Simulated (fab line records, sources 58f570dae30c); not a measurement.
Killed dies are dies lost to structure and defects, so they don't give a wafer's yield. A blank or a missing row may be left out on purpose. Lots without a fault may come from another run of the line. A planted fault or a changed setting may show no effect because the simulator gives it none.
A struck lot beside a sound one | flow berkeley_cmos170 | 22 steps out of a route of 331
Sound: wafers L795.2, L795.4, L795.6. Struck: wafers L801.1, L801.3, L801.5. The cause comes at the end.
At each step with rows: each side's tool, then ch and its chambers, then its first start. Under that, the readings that differ: sound wafers | struck wafers | difference of the means | sigmas: that difference in standard deviations of wafers without a fault.
alike: readings whose means differ by less than 2 such deviations, and words and numbers that are the same on both sides. not compared: withheld readings, readings that some wafer has no value for, bounds like >300 that may hide the same value, and numbers for which the record gives no deviation and whose values overlap.
The two part at a step that has a row with sigmas, a row that says differs or no value, or rows on one side only. Numbers that don't overlap but have no deviation are shown without sigmas and don't part them. A reading that every wafer of one side lacks parts them only if that side has two wafers or more.

first, 3 steps without rows for these wafers: UCB170_PSD_EXPOSE_03 (exposes mask PSELECT MOD, target cd 1200 nm); UCB170_PSD_PEB_04; UCB170_PSD_DEVELOP_05 (develop time 45 s).
UCB170_PSD_CD_MEAS_06: target cd 1200 nm.
  sound on cd_sem-01, day 7 22:44; struck on cd_sem-02, day 9 03:17
  reading    | sound                | struck               | difference | sigmas
  cd_nm (nm) | 1202.6 1203.1 1201.0 | 1198.1 1198.2 1199.1 | -3.8       | -3
UCB170_PSD_OVL_MEAS_07:
  sound on overlay-02, day 7 22:50; struck on overlay-02, day 9 03:25
  alike: PSD_OVL
then, 1 step without rows for these wafers: UCB170_PSD_IMPLANT_08.
UCB170_PSD_STRIP_09: strips in O2.
  sound on plasma_asher-04 ch 0, day 7 23:01; struck on plasma_asher-04 ch 0,1, day 9 03:36
  alike: drypump_motor_current_A, oes_product_au, strip_time_to_endpoint_s
  not compared: rf_hours_counter_h
UCB170_PSD_TW_MEAS_10:
  sound on film_metro-03, day 7 23:08; struck on film_metro-04, day 9 03:42
  reading | sound          | struck         | difference | sigmas
  PSD_TW  | 2325 2343 2334 | 2373 2369 2380 | +40        | +2
then, 4 steps without rows for these wafers: UCB170_PSD_CLEAN_11 (cleans in SPM, time 600 s); UCB170_NSD_HMDS_00 (prime time 60 s); UCB170_NSD_COAT_01 (resist thk 900 nm); UCB170_NSD_SOFTBAKE_02 (time 60 s).
UCB170_NSD_EXPOSE_03: exposes mask NSELECT MOD, target cd 1200 nm.
  sound on krf_scanner-02 ch 0, day 8 02:21; struck on krf_scanner-01 ch 0, day 9 04:23
  reading | sound                                     | struck                                    | difference | sigmas
  mask    | NSELECT_MOD#0 NSELECT_MOD#0 NSELECT_MOD#0 | PSELECT_MOD#0 PSELECT_MOD#0 PSELECT_MOD#0 | differs    |
then, 2 steps without rows for these wafers: UCB170_NSD_PEB_04; UCB170_NSD_DEVELOP_05 (develop time 45 s).
UCB170_NSD_CD_MEAS_06: target cd 1200 nm.
  sound on cd_sem-02, day 8 03:11; struck on cd_sem-01, day 9 04:47
  reading    | sound                | struck | difference                    | sigmas
  cd_nm (nm) | 1199.1 1200.0 1200.6 | - - -  | no value on the struck wafers |
UCB170_NSD_OVL_MEAS_07:
  sound on overlay-02, day 8 03:19; struck on overlay-02, day 9 04:54
  reading      | sound    | struck | difference                    | sigmas
  NSD_OVL (nm) | -1 -3 -3 | - - -  | no value on the struck wafers |
then, 1 step without rows for these wafers: UCB170_NSD_IMPLANT_08.
UCB170_NSD_STRIP_09: strips in O2.
  sound on plasma_asher-04 ch 1, day 8 03:30; struck on plasma_asher-04 ch 0, day 9 05:05
  alike: drypump_motor_current_A, oes_product_au, strip_time_to_endpoint_s
  not compared: rf_hours_counter_h
UCB170_NSD_TW_MEAS_10:
  sound on film_metro-04, day 8 03:37; struck on film_metro-04, day 9 05:11
  reading | sound          | struck   | difference | sigmas
  NSD_TW  | 4260 4255 4258 | 30 31 31 | -4227      | -99 or more
then, 1 step without rows for these wafers: UCB170_NSD_CLEAN_11 (cleans in SPM, time 600 s).
UCB170_M3_PROBE_99:
  the record has rows for the sound wafers here (prober-02, day 9 00:26) and none for the struck ones

WHERE THEY PART
First at UCB170_PSD_CD_MEAS_06; last, within this record, at UCB170_M3_PROBE_99.

WHY: what the simulator had put in
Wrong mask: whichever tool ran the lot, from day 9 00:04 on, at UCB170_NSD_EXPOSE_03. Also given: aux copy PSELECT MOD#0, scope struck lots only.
